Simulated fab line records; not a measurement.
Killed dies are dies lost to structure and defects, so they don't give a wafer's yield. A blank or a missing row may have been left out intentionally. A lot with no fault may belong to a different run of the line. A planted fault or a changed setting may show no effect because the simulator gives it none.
Comparing a struck lot with a sound one -- flow rit-cmos -- 34 steps out of a route of 202
Sound: wafers L458.2, L458.4, L458.5. Wafers struck: L464.3, L464.4, L464.5. Last of all comes the cause.
Per side, at each step with rows, come the tool, then ch with its chambers, and then its first start. Under that, the readings that differ: sound wafers -- struck wafers -- difference of the means -- sigmas: that difference in standard deviations of wafers without a fault.
alike: readings with means less than 2 such deviations apart, plus words and numbers identical on both sides. not compared: withheld readings, readings lacking a value on some wafer, bounds such as >300 that could conceal the same value, and numbers that have no deviation in the record and whose values overlap.
A row with sigmas, a row that says differs or no value, or rows on one side alone: a step with any of these is where the two part. Non-overlapping numbers with no deviation appear without sigmas and do not part them. Lack of a reading on every wafer of one side parts them only where that side has two or more wafers.

first, 2 steps without rows for these wafers: RIT_SPACER_CLEAN_02 (cleans in SC2, time 600 s); RIT_SPACER_CVD_03 (deposits Si3N4 from SiH2Cl2/NH3, target thk 250 nm, time 3300 s).
RIT_SPACER_THK_MEAS_04:
  sound on film-metro-01 at day 3 21:55; struck on film-metro-01 at day 5 00:15
  alike: SPACER_NITRIDE_THK
RIT_SPACER_ETCHBACK_05: etches Si3N4 in SF6/CHF3, stops on SiO2, target depth 250 nm, time 240 s.
  sound on rie-diel-01 ch 0,1,3, day 3 21:58; struck on rie-diel-03 ch 0,1,3, day 5 00:17
  alike: drypump-motor-current-A, oes-product-au, throttle-valve-pct
  not compared: rf-hours-counter-h
then, 6 steps without rows for these wafers: RIT_NSD_HMDS_00 (prime time 60 s); RIT_NSD_COAT_01 (resist thk 1000 nm); RIT_NSD_SOFTBAKE_02 (time 60 s); RIT_NSD_EXPOSE_03 (exposes mask M9, target cd 40700 nm); RIT_NSD_PEB_04; RIT_NSD_DEVELOP_05 (develop time 50 s).
RIT_NSD_OVL_MEAS_06:
  sound on overlay-01 at day 3 22:58; struck on overlay-01 at day 5 01:19
  alike: NSD_OVL
then, 1 step without rows for these wafers: RIT_NSD_HARDBAKE_07 (time 60 s).
RIT_NSD_IMPLANT_08:
  sound on implanter-02 ch 0, day 3 23:22; struck on implanter-03 ch 0, day 5 01:32
reading,sound,struck,difference,sigmas
beam-energy-keV,25.003 24.998 25.009,17.498 17.501 17.509,-7.501,-99 or more
model.implant.rp-nm (nm),31.66 31.66 31.66,25.19 25.19 25.19,-6.47,
model.implant.drp-nm (nm),14.84 14.84 14.84,11.96 11.96 11.96,-2.88,
RIT_NSD_STRIP_09: strips in O2, time 180 s.
  sound on plasma-asher-01 ch 0,1, day 3 23:30; struck on plasma-asher-02 ch 0,1, day 5 01:41
  alike: drypump-motor-current-A
  not compared: rf-hours-counter-h
RIT_NSD_TW_MEAS_10:
  sound on film-metro-02 at day 3 23:41; struck on film-metro-02 at day 5 01:49
reading,sound,struck,difference,sigmas
NSD_TW,3149 3148 3157,2896 2887 2906,-255,-6
then, 6 steps without rows for these wafers: RIT_PSD_HMDS_00 (prime time 60 s); RIT_PSD_COAT_01 (resist thk 1000 nm); RIT_PSD_SOFTBAKE_02 (time 60 s); RIT_PSD_EXPOSE_03 (exposes mask M10, target cd 40900 nm); RIT_PSD_PEB_04; RIT_PSD_DEVELOP_05 (develop time 50 s).
RIT_PSD_OVL_MEAS_06:
  sound on overlay-01 at day 4 00:43; struck on overlay-02 at day 5 02:51
  alike: PSD_OVL
then, 2 steps without rows for these wafers: RIT_PSD_HARDBAKE_07 (time 60 s); RIT_PSD_IMPLANT_08.
RIT_PSD_STRIP_09: strips in O2, time 180 s.
  sound on plasma-asher-01 ch 0,1, day 4 01:03; struck on plasma-asher-04 ch 0,1, day 5 03:14
  alike: drypump-motor-current-A
  not compared: rf-hours-counter-h
RIT_PSD_TW_MEAS_10:
  sound on film-metro-02 at day 4 01:14; struck on film-metro-04 at day 5 03:22
reading,sound,struck,difference,sigmas
PSD_TW,3507 3504 3479,3406 3396 3394,-98,-2
then, 3 steps without rows for these wafers: RIT_SDANNEAL_CLEAN_00 (cleans in SC1, time 600 s); RIT_SDANNEAL_CLEAN_01 (cleans in dHF, time 30 s); RIT_SDANNEAL_CLEAN_02 (cleans in SC2, time 600 s).
RIT_SDANNEAL_RTA_03: time 5 s.
  sound on rtp-anneal-02 ch 0, day 4 01:40; struck on rtp-anneal-02 ch 0, day 5 03:48
  alike: chamber-o2-ppm, wafer_temp_C_max
RIT_SDANNEAL_RS_MEAS_04: uses a four-point probe to measure.
  sound on film-metro-04 at day 4 01:44; struck on film-metro-03 at day 5 03:53
  alike: PSD_RS
RIT_SDANNEAL_RS_MEAS_05: uses a four-point probe to measure.
  sound on film-metro-04 at day 4 01:51; struck on film-metro-03 at day 5 04:00
reading,sound,struck,difference,sigmas
NSD_RS (ohm/sq),84.92 84.80 84.65,87.10 86.95 87.20,+2.29,+8
RIT_SDANNEAL_RS_MEAS_06: uses a four-point probe to measure.
  sound on film-metro-04 at day 4 01:58; struck on film-metro-03 at day 5 04:07
reading,sound,struck,difference,sigmas
PLDD_RS (ohm/sq),178.2 178.7 179.0,177.7 177.2 177.7,-1.1,-2
RIT_M1_PROBE_99:
  sound on prober-01 at day 4 09:16; struck on prober-02 at day 5 11:28
reading,sound,struck,difference,sigmas
model.etest.nmos_0p15.r-on-ohm-um,1121 1133 1118,1153 1162 1174,+39,
model.etest.contact-nplus.end-ohm-um,41.68 41.81 41.86,51.18 51.66 49.4,+8.96,
model.etest.nmos_0p15.junction-log10-a-um,-13.53 -13.63 -13.64,-13.05 -13.27 -13.24,+0.41,
model.etest.nmos-narrow.off-log10-a-um,-13.39 -13.22 -13.31,-12.97 -12.86 -13,+0.36,
model.etest.gate-end-array.leak-log10-a-um,-12.88 -12.87 -13.1,-12.58 -12.86 -12.76,+0.22,
model.etest.nmos_0p3.off-log10-a-um,-13.1 -13.08 -13.18,-12.82 -12.99 -12.96,+0.20,
model.etest.diode-nplus-comb.cj-ff-um2,2.642 2.663 2.666,2.558 2.569 2.568,-0.092,
model.etest.diode-nplus-pwell.cj-ff-um2,2.08 2.079 2.079,2.024 2.033 2.034,-0.049,
  alike: killed-at-contacts, killed-at-front-end, killed-dies, killed-open, killed-short

## WHERE THEY PART
Earliest at RIT_NSD_IMPLANT_08; latest, in this record, at RIT_SDANNEAL_RS_MEAS_06. Later steps at which nothing parts them and some readings are alike: RIT_M1_PROBE_99.

WHY: the cause the simulator had injected
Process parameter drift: implanter-03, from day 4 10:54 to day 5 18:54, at RIT_NSD_IMPLANT_08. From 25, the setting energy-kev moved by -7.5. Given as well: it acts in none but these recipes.
